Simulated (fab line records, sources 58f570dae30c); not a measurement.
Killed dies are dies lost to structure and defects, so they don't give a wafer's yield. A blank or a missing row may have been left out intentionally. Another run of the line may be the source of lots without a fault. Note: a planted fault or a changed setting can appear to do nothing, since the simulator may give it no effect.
The same fault as seen by 2 desks -- flow berkeley_cmos170 -- numbers are kept per desk, each desk with only its own; the story behind them comes last

== THE TOOL OWNER'S DESK: pvd_sputter-02 ==
The tool's own readings at UCB170_M3_SPUTTER_01 (material Al, target thk 900 nm, time 120 s): means of the sampled wafers that have a number, for each lot that ran on this tool. A lot is out of limits, marked OUT, if its mean lies more than 4 standard deviations from the usual mean; the brackets give that distance.
Columns: A = cathode_dc_power_W at UCB170_M3_SPUTTER_01, usual 6000.1 W; B = chamber_pressure_pa at UCB170_M3_SPUTTER_01, usual 0.5000 Pa; C = throttle_valve_pct at UCB170_M3_SPUTTER_01, usual 30.1 %
lot,first seen here,A,B,C
L620,day 10 07:59,6820.7 (+99 or more) OUT,0.5001,29.9
L623,day 11 09:12,6821.2 (+99 or more) OUT,0.5003,30.7
Finding of this desk: L620, L623 out of limits; the first was L620 at day 10 07:59, on cathode_dc_power_W at UCB170_M3_SPUTTER_01. In limits: none.

== FROM THE METROLOGY DESK ==
What the gauges read, lot by lot, whatever tool the lot ran on: means of the sampled wafers that have a number. A lot is out of limits, marked OUT, if its mean lies more than 4 standard deviations from the usual mean; the brackets give that distance.
Columns: A = M2_OVL at UCB170_M2_OVL_MEAS_16, usual 1 nm; B = M3_AL_RS at UCB170_M3_RS_MEAS_02, usual 0.0322 ohm/sq; C = M3_AL_THK at UCB170_M3_THK_MEAS_03, usual 910 nm
lot,first seen here,A,B,C
L612,day 8 08:52,2,0.0317,924
L613,day 8 11:16,-10,0.0320,914
L617,day 9 17:20,4,0.0323,903
L620,day 10 04:41,2,0.0281 (-12) OUT,1039 (+12) OUT
L623,day 11 06:13,1,0.0285 (-11) OUT,1032 (+11) OUT
L625,day 11 07:49,10,0.0324,909
L631,day 12 06:58,-7,0.0319,916
L628,day 12 16:10,-3,0.0319,922
L632,day 12 16:15,8,0.0320,915
L630,day 12 19:29,-2,0.0321,906
L633,day 12 19:37,-2,0.0328,899
L634,day 13 22:16,10,0.0326,888
This desk reports L620, L623 out of limits; the earliest was L620 at day 10 08:07 (M3_AL_RS at UCB170_M3_RS_MEAS_02). L612, L613, L617, L625, L631, L628, L632, L630, L633, L634: within limits.

== TAKEN TOGETHER ==
The tool owner's desk could have raised an alarm at day 10 07:59, on L620, L623.
Metrology desk: alarm possible at day 10 08:07 on L620, L623.
UCB170_M3_SPUTTER_01 was run on pvd_sputter-02 by each of the lots named.

== WHAT THE SIMULATOR PUT IN ==
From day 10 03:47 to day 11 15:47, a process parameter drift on pvd_sputter-02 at UCB170_M3_SPUTTER_01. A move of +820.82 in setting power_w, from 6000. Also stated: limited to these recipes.
Struck lots among those shown: L620, L623.
Fault start to first reading out of limits, in hours, per desk: tool owner, 4; metrology, 4.
